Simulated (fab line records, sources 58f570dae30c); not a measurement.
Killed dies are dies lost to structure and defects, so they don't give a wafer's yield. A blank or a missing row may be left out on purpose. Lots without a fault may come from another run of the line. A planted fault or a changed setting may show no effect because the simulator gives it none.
Split-lot experiment | flow berkeley_cmos170 | 5 lots, 27 wafers read, on a route of 331 steps

THE SPLIT
At UCB170_V1_CVD_00 (deposits SiO2 from TEOS/O2, target thk 2000 nm, time 250 s), the setting time_s was moved away from the recipe's 250 s on 12 of the 27 wafers read, by -39.2% to +46.4%. The other wafers ran this setting at the recipe's value.

The file shows no step between the split and the reading.

THE READING
V1_TEOS_THK, in nm, at UCB170_V1_THK_MEAS_01. Fault-free wafers of this fab line usually give 2002 nm, standard deviation 25 nm.

wafer  | tool, chamber at the split | time_s as run, s | against the recipe | V1_TEOS_THK, nm | against lot-mates on the recipe
L074.1 | pecvd-03, 2                | 250              | recipe             | 1998            | -
L074.2 | pecvd-03, 0                | 250              | recipe             | 1991            | -
L074.3 | pecvd-03, 1                | 152.1            | -39.2%             | 1231            | -771
L074.4 | pecvd-03, 2                | 152.1            | -39.2%             | 1235            | -767
L074.5 | pecvd-03, 1                | 152.1            | -39.2%             | 1244            | -758
L074.6 | pecvd-03, 0                | 250              | recipe             | 2017            | -
L078.1 | pecvd-02, 1                | 250              | recipe             | 1998            | -
L078.2 | pecvd-02, 0                | 192.3            | -23.1%             | 1567            | -457
L078.3 | pecvd-02, 2                | 192.3            | -23.1%             | 1530            | -494
L078.4 | pecvd-02, 0                | 250              | recipe             | 2046            | -
L078.5 | pecvd-02, 1                | 192.3            | -23.1%             | 1570            | -454
L078.6 | pecvd-02, 2                | 250              | recipe             | 2027            | -
L077.1 | pecvd-01, 0                | 250              | recipe             | 1978            | -
L077.2 | pecvd-01, 2                | 312.8            | +25.1%             | 2493            | +510
L077.3 | pecvd-01, 1                | 250              | recipe             | 1958            | -
L077.4 | pecvd-01, 1                | 312.8            | +25.1%             | 2524            | +541
L077.5 | pecvd-01, 2                | 250              | recipe             | 2013            | -
L077.6 | pecvd-01, 0                | 312.8            | +25.1%             | 2523            | +540
L079.1 | pecvd-03, 2                | 250              | recipe             | 1959            | -
L079.2 | pecvd-03, 0                | 366.1            | +46.4%             | 2878            | +901
L079.3 | pecvd-03, 1                | 250              | recipe             | 1984            | -
L079.4 | pecvd-03, 1                | 366.1            | +46.4%             | 2930            | +953
L079.5 | pecvd-03, 0                | 250              | recipe             | 1989            | -
L079.6 | pecvd-03, 2                | 366.1            | +46.4%             | 2944            | +967
L081.2 | pecvd-01, 2                | 250              | recipe             | 1998            | -
L081.3 | pecvd-01, 1                | 250              | recipe             | 1986            | -
L081.4 | pecvd-01, 2                | 250              | recipe             | 2026            | -

THE FIT
A straight line over all 27 wafers: V1_TEOS_THK changes by +19.7 nm for each +1% of time_s; r = +1.00; the points scatter about the line by 24 nm.
The same after taking each lot's own level away (the mean of its wafers on the recipe; 27 wafers): +20.1 nm for each +1%; r = +1.00; scatter 21 nm.
On that fit, the largest move of time_s shifts the reading by 9.3e+02 nm.
The lots' own levels span 1977.3 to 2023.7 nm, that is 1.9 times the standard deviation above.
So the lot-to-lot level changes the slope little: the two slopes agree.
Check: with one of the wafers moved furthest among these (+46.4%) left out of the fit, the line predicts +949 nm for it against its lot-mates. It came out at +901 nm against them.

OTHER SPLITS ON THESE WAFERS
These wafers also went through other splits before the reading. Each is held against what the fit with the lots' levels taken away leaves over:
other split on the same wafers          | wafers away from the commonest value | r with V1_TEOS_THK (lot level and that fit taken away)
UCB170_NWELL_OXIDATION_01 ox_time_s     | 21                                   | +0.23
UCB170_WELLDRIVE_OXIDATION_01 ox_time_s | 6                                    | -0.18

THE WHOLE CHAIN: every reading that the file lists as answering this split, in the file's order
step                  | what it does                                               | reading                                                                   | change (the file's fit)              | r (the file's)
UCB170_V1_CVD_00      | deposits SiO2 from TEOS/O2, target thk 2000 nm, time 250 s | SiO2_of_V1_CVD_00.thk_nm (the simulator's own value, which no gauge read) | +20.1 nm for each +1% of the setting | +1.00
UCB170_V1_THK_MEAS_01 |                                                            | V1_TEOS_THK                                                               | +20.1 for each +1% of the setting    | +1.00

THE FILE'S OWN FIT
V1_TEOS_THK changes by +20.1 nm for each +1% of time_s, r = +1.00.
